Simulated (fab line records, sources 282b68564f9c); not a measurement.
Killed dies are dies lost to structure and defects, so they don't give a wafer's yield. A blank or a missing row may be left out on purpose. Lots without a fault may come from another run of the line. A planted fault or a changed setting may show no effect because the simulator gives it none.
A struck lot beside a sound one | flow rit_cmos | 36 steps out of a route of 202
Sound: wafers L553.2, L553.3, L553.6. Struck: wafers L555.3, L555.4, L555.6. The cause comes at the end.
At each step with rows: each side's tool, then ch and its chambers, then its first start. Under that, the readings that differ: sound wafers | struck wafers | difference of the means | sigmas: that difference in standard deviations of wafers without a fault.
alike: readings whose means differ by less than 2 such deviations, and words and numbers that are the same on both sides. not compared: withheld readings, readings that some wafer has no value for, bounds like >300 that may hide the same value, and numbers for which the record gives no deviation and whose values overlap.
The two part at a step that has a row with sigmas, a row that says differs or no value, or rows on one side only. Numbers that don't overlap but have no deviation are shown without sigmas and don't part them. A reading that every wafer of one side lacks parts them only if that side has two wafers or more.

first, 9 steps without rows for these wafers: RIT_ACTIVE_DEVELOP_10 (develop time 50 s); RIT_ACTIVE_HARDBAKE_12 (time 60 s); RIT_ACTIVE_ETCH_13 (etches Si3N4 in SF6, stops on SiO2, time 210 s, target depth 210 nm); RIT_ACTIVE_STRIP_14 (strips in O2, time 180 s); RIT_ACTIVE_CLEAN_15 (cleans in SC1, time 600 s); RIT_ACTIVE_CLEAN_16 (cleans in dHF, time 30 s); RIT_ACTIVE_CLEAN_17 (cleans in SC2, time 600 s); RIT_FOX1_OXIDATION_00 (target thk 350.7 nm, ox time 1086 s); RIT_FOX1_WET_ETCH_02 (etches SiO2 in BOE, target depth 350 nm, time 390 s).
RIT_FOX2_OXIDATION_00: target thk 350.7 nm, ox time 1130 s.
  sound on furnace-03 ch 0, day 3 15:38; struck on furnace-03 ch 0, day 4 00:08
  reading                                     | sound                | struck               | difference | sigmas
  spike_tc_centre_C (C)                       | 1102.3 1104.5 1105.6 | 1141.1 1139.1 1139.9 | +35.9      | +28
  spike_tc_load_C (C)                         | 1125.2 1125.8 1124.3 | 1161.0 1160.4 1161.3 | +35.8      | +18
  spike_tc_source_C (C)                       | 1125.6 1125.7 1125.3 | 1163.5 1160.1 1162.3 | +36.4      | +33
  tube_center_temp_C (C)                      | 1100 1099.9 1100.1   | 1135 1135 1135       | +35        | +99 or more
  tube_center_temp_C_max                      | 1103.4 1102.5 1102.5 | 1138.1 1137.3 1137.4 | +34.8      | +89
  model.SiO2_of_FOX2_OXIDATION_00.thk_nm (nm) | 357.6 355.2 355.8    | 415.7 415.3 420.2    | +60.9      |
RIT_FOX2_THK_MEAS_01:
  sound on film_metro-02, day 3 16:57; struck on film_metro-04, day 4 01:28
  reading             | sound       | struck      | difference | sigmas
  FOX2_OXIDE_THK (nm) | 358 355 356 | 416 415 420 | +61        | +8
then, 2 steps without rows for these wafers: RIT_FOX2_CLEAN_02 (cleans in dHF, time 180 s); RIT_FOX2_WET_ETCH_03 (etches Si3N4 in H3PO4, target depth 195 nm, time 2700 s).
RIT_FOX2_THK_MEAS_90:
  sound on film_metro-02, day 3 17:50; struck on film_metro-02, day 4 02:21
  reading                     | sound       | struck      | difference | sigmas
  FIELD_OXIDE_LEFT_1_THK (nm) | 330 328 328 | 389 389 393 | +62        | +8
then, 19 steps without rows for these wafers: RIT_NWELL_HMDS_00 (prime time 60 s); RIT_NWELL_COAT_01 (resist thk 1300 nm); RIT_NWELL_SOFTBAKE_02 (time 60 s); RIT_NWELL_EXPOSE_03 (exposes mask M2, target cd 43900 nm); RIT_NWELL_PEB_04; RIT_NWELL_DEVELOP_05 (develop time 71.32 s); RIT_NWELL_HARDBAKE_07 (time 120 s); RIT_NWELL_IMPLANT_08; RIT_NWELL_STRIP_09 (strips in O2, time 180 s); RIT_PWELL_HMDS_00 (prime time 60 s); RIT_PWELL_COAT_01 (resist thk 1300 nm); RIT_PWELL_SOFTBAKE_02 (time 60 s); RIT_PWELL_EXPOSE_03 (exposes mask M3, target cd 43700 nm); RIT_PWELL_PEB_04; RIT_PWELL_DEVELOP_05 (develop time 68 s); RIT_PWELL_HARDBAKE_07 (time 120 s); RIT_PWELL_IMPLANT_08; RIT_PWELL_STRIP_09 (strips in O2, time 180 s); RIT_WELLDRIVE_ANNEAL_00 (time 14700 s).
RIT_FOX2_THK_MEAS_91:
  sound on film_metro-03, day 4 06:26; struck on film_metro-02, day 4 18:11
  reading                     | sound       | struck      | difference | sigmas
  FIELD_OXIDE_LEFT_2_THK (nm) | 262 259 260 | 320 320 325 | +61        | +8
RIT_SILICIDE_WET_ETCH_00: etches SiO2 in BOE, target depth 14 nm, time 15 s.
  sound on wet_bench-03 ch 2, day 5 08:00; struck on wet_bench-03 ch 0, day 5 15:49
  reading                                     | sound             | struck            | difference | sigmas
  model.SiO2_of_FOX2_OXIDATION_00.thk_nm (nm) | 157.1 154.2 154.9 | 214.7 215.4 219.9 | +61.3      |
RIT_M1_PROBE_99:
  sound on prober-01, day 5 15:16; struck on prober-01, day 5 22:42
  reading                             | sound             | struck            | difference | sigmas
  model.etest.pldd.width_nm (nm)      | 3105 3124 3141    | 3045 3036 3028    | -87        |
  model.etest.nldd.width_nm (nm)      | 3137 3104 3140    | 3021 3014 3037    | -103       |
  model.etest.pplus_sal.width_nm (nm) | 3413 3387 3417    | 3383 3365 3373    | -32        |
  model.etest.nplus_sal.width_nm (nm) | 3411 3412 3407    | 3372 3370 3363    | -42        |
  model.etest.pwell.rs_ohm_sq         | 418.2 417.9 414.9 | 446.4 449.3 449.6 | +31.4      |
  model.etest.nmos_narrow.drive_ua_um | 207.4 211.1 211.3 | 196.3 194.4 198.1 | -13.7      |
  model.etest.pmos_narrow.drive_ua_um | 94.6 96.5 95.32   | 90.2 88.4 90.31   | -5.8       |
  model.etest.field_n.vt_v (V)        | 35.59 35.32 35.32 | 42.62 42.58 43.19 | +7.39      |
  alike: killed_at_contacts, killed_at_front_end, killed_dies, killed_open, killed_short

WHERE THEY PART
First at RIT_FOX2_OXIDATION_00; last, within this record, at RIT_FOX2_THK_MEAS_91. Later steps at which nothing parts them and some readings are alike: RIT_M1_PROBE_99.

WHY: what the simulator had put in
Process parameter drift: furnace-03, from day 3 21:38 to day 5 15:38, at RIT_FOX2_OXIDATION_00. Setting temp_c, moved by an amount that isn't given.
